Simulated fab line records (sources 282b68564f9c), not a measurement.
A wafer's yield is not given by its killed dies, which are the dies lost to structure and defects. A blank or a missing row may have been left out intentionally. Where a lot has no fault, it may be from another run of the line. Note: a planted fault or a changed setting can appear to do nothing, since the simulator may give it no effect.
The tool behind it: which one?	flow rit-cmos	Sampling: 13 lots, 39 wafers, 2 of 202 route steps

== WHAT EACH GAUGE READ, for each wafer ==
RIT_SPACER_THK_MEAS_04.
lot	measured	on	SPACER_NITRIDE_THK (nm)
L557	day 3 03:31	film-metro-02	247.3 246.1 248.6
L558	day 3 07:27	film-metro-02	254.6 256.5 252.6
L559	day 3 12:47	film-metro-01	250.7 251.4 249.3
L560	day 3 17:04	film-metro-01	251.7 252.2 249.8
L561	day 3 23:25	film-metro-02	243.4 245.7 244.9
L562	day 4 05:05	film-metro-04	248.3 247.8 246.8
L563	day 4 08:27	film-metro-01	250.5 251.6 252.0
L564	day 4 13:22	film-metro-04	247.7 247.1 249.5
L565	day 4 19:37	film-metro-02	254.8 253.7 253.3
L566	day 5 00:28	film-metro-02	248.5 249.4 250.1
L568	day 5 09:14	film-metro-04	249.6 249.2 249.2
L569	day 5 15:51	film-metro-02	249.2 249.4 248.0
L571	day 6 00:20	film-metro-02	285.2 286.0 280.2

== EACH LOT AND THE TOOL THAT RAN IT (in order: tool; ch and the chambers of the sampled wafers; start) ==
lot	RIT_SPACER_CVD_03
L557	lpcvd-01 ch 0, day 3 01:34
L558	lpcvd-02 ch 1, day 3 05:32
L559	lpcvd-01 ch 1, day 3 10:53
L560	lpcvd-01 ch 0, day 3 15:07
L561	lpcvd-01 ch 1, day 3 20:32
L562	lpcvd-01 ch 1, day 4 03:10
L563	lpcvd-01 ch 0, day 4 06:32
L564	lpcvd-02 ch 1, day 4 11:27
L565	lpcvd-02 ch 1, day 4 17:42
L566	lpcvd-01 ch 1, day 4 22:34
L568	lpcvd-02 ch 1, day 5 07:18
L569	lpcvd-01 ch 0, day 5 13:56
L571	lpcvd-01 ch 0, day 5 22:23
- RIT_SPACER_CVD_03: deposits Si3N4 from SiH2Cl2/NH3, target thk 250 nm, time 3300 s.

== WHAT THE TOOLS THEMSELVES READ (means of the sampled wafers that have a number; where no wafer has one, the mark that the record gives instead) ==
RIT_SPACER_CVD_03.
lot	tool	spike-tc-centre-C (C)
L557	lpcvd-01	814.1
L558	lpcvd-02	811.2
L559	lpcvd-01	812.6
L560	lpcvd-01	814.5
L561	lpcvd-01	811.5
L562	lpcvd-01	812.7
L563	lpcvd-01	813.8
L564	lpcvd-02	812.0
L565	lpcvd-02	812.0
L566	lpcvd-01	812.2
L568	lpcvd-02	811.5
L569	lpcvd-01	814.4
L571	lpcvd-01	826.5

== THE ANSWER, worked out from the rows above alone ==
Rule: the usual values come from the lots themselves. Put in order of their means at a reading, lots are off if they are a third of the lots or fewer, leave a main group of 4 or more, and stand apart from it by a gap of 3 or more times the standard deviation of the main group's means; of several such gaps the widest counts. A main group whose means are all the same, to the digits that the tables above print for the reading, isn't used. Also off: a lot with no number at a reading for which 4 or more lots have one. Where the step has rows for the other lots, those lots are counted as sound. After the gauges, taken in route order, come the tools' own readings; for these a lot's mean is taken, as printed above. At the first step where some lot is off, the reading lying furthest off is the one used; lots without a number count as furthest.
Off: L571, seen at RIT_SPACER_THK_MEAS_04 (SPACER_NITRIDE_THK). Mean 249.7 nm and standard deviation 2.7 in the main group.
A tool fits if, at a process step before that reading, it ran every lot that is off, and no sound lot after the first of them. The gauges at RIT_SPACER_THK_MEAS_04 aren't tried: what is off there is off at RIT_SPACER_CVD_03 too, on other tools, and a gauge's error can't cause that. One candidate fits, namely lpcvd-01 at RIT_SPACER_CVD_03. Its last sound lot is L569 (day 5 13:56), its first lot that is off L571 (day 5 22:23): a fault that began between those two fits.
The tool's own readings at RIT_SPACER_CVD_03 bear it out: on the lots that are off they differ by more than 5 times the standard deviation of the sound lots' means. spike-tc-centre-C reads 826.5 C there against 812.7 C on the sound lots.

== WHAT HAD BEEN PUT IN BY THE SIMULATOR ==
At RIT_SPACER_CVD_03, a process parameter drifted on lpcvd-01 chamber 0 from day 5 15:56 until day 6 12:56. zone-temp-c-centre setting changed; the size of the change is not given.
Shown lots that were struck: L571. The rule above reached the same finding.
